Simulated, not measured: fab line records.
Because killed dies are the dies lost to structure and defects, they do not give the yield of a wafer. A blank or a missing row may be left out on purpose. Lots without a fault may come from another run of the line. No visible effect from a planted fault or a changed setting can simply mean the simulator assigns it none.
fab line records	flow rit-cmos	part 2 of 2: steps 34 to 49 of 49
[record] lots = 5	wafers = 15	last-day = 7
route steps=202 shown REOX@98 NLDD@103 PLDD@114 SPACER@125 NSD@131 PSD@142
lots that met no fault: taken from a fault-free run of the same line
start-h: start of the lot's first displayed wafer, in hours after the record's first day	wait-h: hours elapsed since this lot's preceding step	" the same as in the row above	L1.1+2: several wafers, shown together as one row	- no value present, or no start provided	* or withheld: withheld	< > ~ a bound
route shown NAME@n: NAME is a module with steps in the file, n the number in the route of the first one	usual: mean/standard deviation of fault-free wafers	same: alike in all rows	chamber/n: place in a boat	sites: per-site readings	_std_site: standard deviation across them	_edge_site: inner sites' mean taken away from outer sites' mean	radius-mm: for every site, how far away it sits from the centre of the wafer	mask NAME#n: copy n	behind: the tool/chamber that last shaped the wafer	hold: why the lot went on hold/how many hours it stayed there/how the hold came to an end	device: which transistor (n, p or np) failed to switch	end of line: the tests these same wafers got at the end of their route	a step with no rows: only its recipe	killed: not the wafer's yield, but the dies lost to structure and defects at the first sort	map: dies across one wafer; x = killed, . = not, _ = none there
set.NAME: the setting as run; set.NAME@STEP: as run at that earlier step	model.NAME: the simulator's own value behind a step, which no gauge read
lots at selected steps of the route; one table per step, one row per wafer
services: a tool's chamber out of use, with start hour (start-h, from the record's first day; less than 0 if before it), hours out, and reason
[[steps]]
[step RIT_NSD_HMDS_00]
[recipe] prime-time-s = 60	prime-temp-c = 140
lot.wafer	tool	chamber	start-h	wait-h
L078.2+4+5	litho-track-03	0	69.85	0.1
L082.1+2+4	litho-track-03	0	86.95	0.1
L093.2+4+6	litho-track-03	0	142.53	0.1
L094.1+2+4	litho-track-01	0	146.25	0.1
L095.1+2+4	litho-track-03	0	153.26	0.1
[step RIT_NSD_COAT_01]
[recipe] resist = NOVOLAK	spin-rpm = 3250	resist-thk-nm = 1000
lot.wafer	tool	chamber	start-h	wait-h
L078.2+4+5	litho-track-03	0	70.00	0.1
L082.1+2+4	litho-track-03	0	87.10	0.1
L093.2+4+6	litho-track-03	0	142.68	0.1
L094.1+2+4	litho-track-01	0	146.40	0.1
L095.1+2+4	litho-track-03	0	153.41	0.1
[step RIT_NSD_SOFTBAKE_02]
[recipe] resist = NOVOLAK	temp-c = 90	time-s = 60
lot.wafer	tool	chamber	start-h	wait-h
L078.2+4+5	litho-track-03	0	70.15	0.1
L082.1+2+4	litho-track-03	0	87.25	0.1
L093.2+4+6	litho-track-03	0	142.83	0.1
L094.1+2+4	litho-track-01	0	146.55	0.1
L095.1+2+4	litho-track-03	0	153.56	0.1
[step RIT_NSD_EXPOSE_03]
[recipe] mask-id = M9	na = 0.57	target-cd-nm = 40700	dose-mj = 250
lot.wafer	tool	chamber	start-h	wait-h	mask
L078.2+4+5	iline-stepper-01	0	70.30	0.1	M9#0
L082.1+2+4	iline-stepper-02	0	87.53	0.2	M9#0
L093.2+4+6	iline-stepper-02	0	143.10	0.2	M9#0
L094.1+2+4	iline-stepper-02	0	146.70	0.1	M9#0
L095.1+2+4	iline-stepper-02	0	153.71	0.1	M9#0
[step RIT_NSD_PEB_04]
[recipe] resist = NOVOLAK	temp-c = withheld	time-s = withheld
lot.wafer	tool	chamber	start-h	wait-h
L078.2+4+5	litho-track-01	0	70.42	0.1
L082.1+2+4	litho-track-03	0	87.64	0.1
L093.2+4+6	litho-track-03	0	143.22	0.1
L094.1+2+4	litho-track-03	0	146.81	0.1
L095.1+2+4	litho-track-03	0	153.83	0.1
[step RIT_NSD_DEVELOP_05]
[recipe] resist = NOVOLAK	develop-time-s = 50	dev-temp-c = 23
lot.wafer	tool	chamber	start-h	wait-h
L078.2+4+5	litho-track-01	0	-	-
L082.1+2+4	litho-track-03	0	-	-
L093.2+4+6	litho-track-03	0	-	-
L094.1+2+4	litho-track-03	0	-	-
L095.1+2+4	litho-track-03	0	-	-
[step RIT_NSD_OVL_MEAS_06]
[usual] NSD_OVL = 0.2/1.4
lot.wafer	tool	chamber	start-h	wait-h	NSD_OVL[nm]
L078.2	overlay-01	-	70.69	-	1.2
L078.4	"	-	"	"	0.6
L078.5	"	-	"	"	0.9
L082.1	overlay-01	-	87.93	-	0.8
L082.2	"	-	"	"	0.8
L082.4	"	-	"	"	-0.2
L093.2	overlay-02	-	143.49	-	-1.5
L093.4	"	-	"	"	0.1
L093.6	"	-	"	"	0.3
L094.1	overlay-02	-	147.10	-	1.7
L094.2	"	-	"	"	0.6
L094.4	"	-	"	"	2.1
L095.1	overlay-01	-	154.11	-	2.1
L095.2	"	-	"	"	1.6
L095.4	"	-	"	"	2.1
[step RIT_NSD_HARDBAKE_07]
[recipe] resist = NOVOLAK	temp-c = 140	time-s = 60
lot.wafer	tool	chamber	start-h	wait-h
L078.2+4+5	litho-track-02	0	70.74	0.0
L082.1+2+4	litho-track-01	0	87.96	0.0
L093.2+4+6	litho-track-02	0	143.54	0.0
L094.1+2+4	litho-track-02	0	147.13	0.0
L095.1+2+4	litho-track-03	0	154.15	0.0
[step RIT_NSD_IMPLANT_08]
[recipe] species = P	energy-kev = 24.73	dose-cm2 = 1e+15	tilt-deg = 7
[usual] end-station-pressure-torr = 7.5e-06/3.6e-07
lot.wafer	tool	chamber	start-h	wait-h	end-station-pressure-torr
L078.2	implanter-03	0	70.89	0.1	7.5e-06
L078.4	"	0	"	"	7.1e-06
L078.5	"	0	"	"	7.8e-06
L082.1	implanter-03	0	88.11	0.1	7.6e-06
L082.2	"	0	"	"	7.4e-06
L082.4	"	0	"	"	7.4e-06
L093.2	implanter-03	0	143.69	0.1	7.1e-06
L093.4	"	0	"	"	7e-06
L093.6	"	0	"	"	7.2e-06
L094.1	implanter-03	0	147.28	0.1	7.1e-06
L094.2	"	0	"	"	8.2e-06
L094.4	"	0	"	"	7.4e-06
L095.1	implanter-01	0	154.30	0.1	7.3e-06
L095.2	"	0	"	"	7.8e-06
L095.4	"	0	"	"	7.6e-06
[step RIT_NSD_STRIP_09]
[recipe] chemistry = O2	time-s = 180	resist = NOVOLAK	platen-temp-c = withheld	power-w = 500	pressure-mtorr = 4000	o2-flow-sccm = 4000
[usual] drypump-motor-current-A = 5.74/0.28
lot.wafer	tool	chamber	start-h	wait-h	drypump-motor-current-A	rf-hours-counter-h
L078.2	plasma-asher-02	0	71.02	0.1	6.03	27
L078.4	"	0	"	"	6.04	-
L078.5	"	1	"	"	5.33	-
L082.1	plasma-asher-02	1	88.26	0.1	5.33	29
L082.2	"	0	"	"	6.03	29
L082.4	"	1	"	"	5.33	-
L093.2	plasma-asher-04	1	143.82	0.1	5.79	3
L093.4	"	0	"	"	5.72	-
L093.6	"	0	"	"	5.72	-
L094.1	plasma-asher-04	0	147.43	0.1	5.74	3
L094.2	"	1	"	"	5.81	3
L094.4	"	1	"	"	5.81	-
L095.1	plasma-asher-01	1	154.45	0.1	6.13	49
L095.2	"	0	"	"	5.41	49
L095.4	"	0	"	"	5.41	-
[step RIT_NSD_TW_MEAS_10]
[usual] NSD_TW = 3135/16
lot.wafer	tool	chamber	start-h	wait-h	NSD_TW
L078.2	film-metro-02	-	71.20	0.1	3138
L078.4	"	-	"	"	3141
L078.5	"	-	"	"	3138
L082.1	film-metro-02	-	88.44	0.1	3144
L082.2	"	-	"	"	3146
L082.4	"	-	"	"	3126
L093.2	film-metro-02	-	144.00	0.1	3133
L093.4	"	-	"	"	3134
L093.6	"	-	"	"	3132
L094.1	film-metro-01	-	147.61	0.1	3129
L094.2	"	-	"	"	3128
L094.4	"	-	"	"	3165
L095.1	film-metro-02	-	154.62	0.1	3130
L095.2	"	-	"	"	3116
L095.4	"	-	"	"	3131
[step RIT_PSD_HMDS_00]
[recipe] prime-time-s = 60	prime-temp-c = 140
lot.wafer	tool	chamber	start-h	wait-h
L078.2+4+5	litho-track-02	0	71.28	0.1
L082.1+2+4	litho-track-02	0	88.50	0.1
L093.2+4+6	litho-track-02	0	144.08	0.1
L094.1+2+4	litho-track-02	0	147.67	0.1
L095.1+2+4	litho-track-04	0	154.68	0.1
[step RIT_PSD_COAT_01]
[recipe] resist = NOVOLAK	spin-rpm = 3250	resist-thk-nm = 1000
lot.wafer	tool	chamber	start-h	wait-h
L078.2+4+5	litho-track-02	0	71.43	0.1
L082.1+2+4	litho-track-02	0	88.65	0.1
L093.2+4+6	litho-track-02	0	144.23	0.1
L094.1+2+4	litho-track-02	0	147.82	0.1
L095.1+2+4	litho-track-04	0	154.83	0.1
[step RIT_PSD_SOFTBAKE_02]
[recipe] resist = NOVOLAK	temp-c = 90	time-s = 60
lot.wafer	tool	chamber	start-h	wait-h
L078.2+4+5	litho-track-02	0	71.58	0.1
L082.1+2+4	litho-track-02	0	88.80	0.1
L093.2+4+6	litho-track-02	0	144.38	0.1
L094.1+2+4	litho-track-02	0	147.97	0.1
L095.1+2+4	litho-track-04	0	154.98	0.1
[step RIT_PSD_EXPOSE_03]
[recipe] mask-id = M10	na = 0.57	target-cd-nm = 40900	dose-mj = 250
lot.wafer	tool	chamber	start-h	wait-h	mask
L078.2+4+5	iline-stepper-02	0	71.72	0.1	M10#0
L082.1+2+4	iline-stepper-02	0	88.95	0.1	M10#0
L093.2+4+6	iline-stepper-02	0	144.65	0.2	M10#0
L094.1+2+4	iline-stepper-02	0	148.12	0.1	M10#0
L095.1+2+4	iline-stepper-01	0	155.26	0.2	M10#0
[step RIT_PSD_PEB_04]
[recipe] resist = NOVOLAK	temp-c = withheld	time-s = withheld
lot.wafer	tool	chamber	start-h	wait-h
L078.2+4+5	litho-track-04	0	71.84	0.1
L082.1+2+4	litho-track-02	0	89.06	0.1
L093.2+4+6	litho-track-04	0	144.77	0.1
L094.1+2+4	litho-track-02	0	148.23	0.1
L095.1+2+4	litho-track-03	0	155.38	0.1
[[services]]
tool	chamber	start-h	hours	kind
implanter-01	-	37.77	5.6	repair
rie-diel-04	-	38.04	3.3	repair
rie-diel-04	0	38.49	7.7	repair
rie-diel-01	1	38.91	4.2	repair
iline-stepper-01	-	39.23	2.1	pm
furnace-04	-	42.24	1.9	pm
furnace-02	-	52.84	3.1	pm
implanter-01	-	60.20	2.7	pm
rie-diel-04	-	61.42	0.1	repair
plasma-asher-01	-	74.94	15.6	pm
rie-diel-03	2	92.13	9.0	repair
iline-stepper-01	-	94.29	4.7	repair
implanter-04	-	94.89	1.3	repair
rie-diel-03	0	102.71	4.3	repair
plasma-asher-01	-	106.05	2.8	repair
plasma-asher-04	-	108.81	9.0	pm
wet-bench-01	-	113.48	4.4	repair
plasma-asher-02	-	116.39	3.3	repair
implanter-04	-	117.44	5.2	pm
iline-stepper-02	-	119.09	6.5	repair
implanter-02	-	119.42	4.1	repair
furnace-01	-	125.27	29.1	pm
implanter-04	-	136.31	2.5	pm
plasma-asher-04	-	153.94	2.8	pm
